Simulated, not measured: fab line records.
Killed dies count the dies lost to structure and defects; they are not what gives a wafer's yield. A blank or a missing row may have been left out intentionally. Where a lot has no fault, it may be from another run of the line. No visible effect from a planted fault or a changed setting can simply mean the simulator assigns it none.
8D (eight disciplines) problem report, filled in by code | flow berkeley-cmos170 | the parts of the form that need people (team, actions taken, sign-off) are left out

1. WHAT WENT WRONG
Wafers free of any fault read 0.0323 ohm/sq (standard deviation 0.00026) for M2_AL_RS at UCB170_M2_RS_MEAS_02, against a mean of 0.0266 ohm/sq on 2 wafers of 2 lots. Measured from the usual mean, that is -22 standard deviations.
The step: measures by four-point-probe.
The first sign was on wafer L678.3 at day 10 00:37, on film-metro-03. Wafers with a number at this step in the record: 42, from 14 lots. The rule behind "out" and "out of limits": a value lying over 4 standard deviations away from the usual mean. The rest of the wafers with a number are treated as sound.

2. WHAT IT IS; WHAT IT IS NOT
question                    | is                | is not
which readings at this step | M2_AL_RS          | -
which lots                  | L678, L685        | L670, L671, L672, L673, L674, L675, L676, L677, L681, L682, L689, L690
which wafers of those lots  | L678.3, L685.4    | L678.2, L678.4, L685.2, L685.3
read on which gauges        | film-metro-03     | film-metro-01, film-metro-02
when                        | from day 10 00:37 | up to then (26 sound wafers); but 14 sound wafers of L681, L682, L685, L689, L690 came after

3. WHAT RULES OUT EACH SUSPECT
Counting: if a tool at a process step up to the reading ran every lot that is out, it stays a suspect. Sound lots after the first of them don't rule it out here, since some wafers of a struck lot are sound.
- ruled out: the gauge at UCB170_M2_RS_MEAS_02. All the wafers that are out were read on film-metro-03, but those of them that UCB170_M2_METAL_ETCH_18 has rows for are out there too, on other tools.
- cmp-02 at UCB170_V1_CMP_02 (polishes SiO2): kept. It processed each lot that is out (first: L678, day 9 22:02); up to then, its last sound lot is L673 (day 8 23:14).
- pvd-sputter-04 at UCB170_M2_SPUTTER_01 (material Al, target thk 900 nm, time 120 s): kept. It processed each lot that is out (first: L678, day 10 00:30); up to then, its last sound lot is L677 (day 9 16:31).
- Within cmp-02 at UCB170_V1_CMP_02: the wafers that are out ran in chambers 1, 3; their sound lot-mates ran in chambers 0, 2.
What counting leaves: cmp-02 at UCB170_V1_CMP_02 and pvd-sputter-04 at UCB170_M2_SPUTTER_01.

4. THE CAUSE (what the simulator had put in)
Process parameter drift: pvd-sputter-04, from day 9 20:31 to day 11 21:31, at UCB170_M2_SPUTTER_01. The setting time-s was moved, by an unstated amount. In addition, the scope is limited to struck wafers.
After counting, 2 suspects remain, this tool included.

5. THE CHAIN OF EFFECTS, in route order
Rows list readings where the struck wafers' mean (over those with a number) sits beyond 3 standard deviations from the usual. Only readings for which the record gives a usual standard deviation are gone through. hours: the time from each lot's start at the first step in this table that gives one to its start at this step, as a median over the lots. sigmas: the change in usual standard deviations.
hours | step                    | reading        | usual         | on struck wafers | change  | sigmas
0     | UCB170_M2_RS_MEAS_02    | M2_AL_RS       | 0.0323 ohm/sq | 0.0266           | -0.0057 | -22
0     | UCB170_M2_THK_MEAS_03   | M2_AL_THK      | 870 nm        | 1049             | +179    | +26
2     | UCB170_M2_METAL_ETCH_18 | oes-product-au | 0.858 a.u.    | 0.966            | +0.108  | +9.9
It contains these process steps:
- UCB170_M2_METAL_ETCH_18: etches Al in Cl2/BCl3, stops on SiO2, target depth 1170 nm, time 195 s.

6. HOW IT WOULD HAVE BEEN CAUGHT EARLIER
The first out-of-limits reading at a measuring or inspecting step in this record came at day 10 00:37, 4 hours after the fault's start at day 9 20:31.
An alarm limit of 4 standard deviations would not have fired on the tool readings at UCB170_M2_SPUTTER_01 for which the record gives a usual standard deviation, since none of them was out on any struck wafer.
Of the lots that are out (2), L685 began UCB170_M2_SPUTTER_01 on pvd-sputter-04 after day 10 00:37. Holding the tool at that time would have saved it.
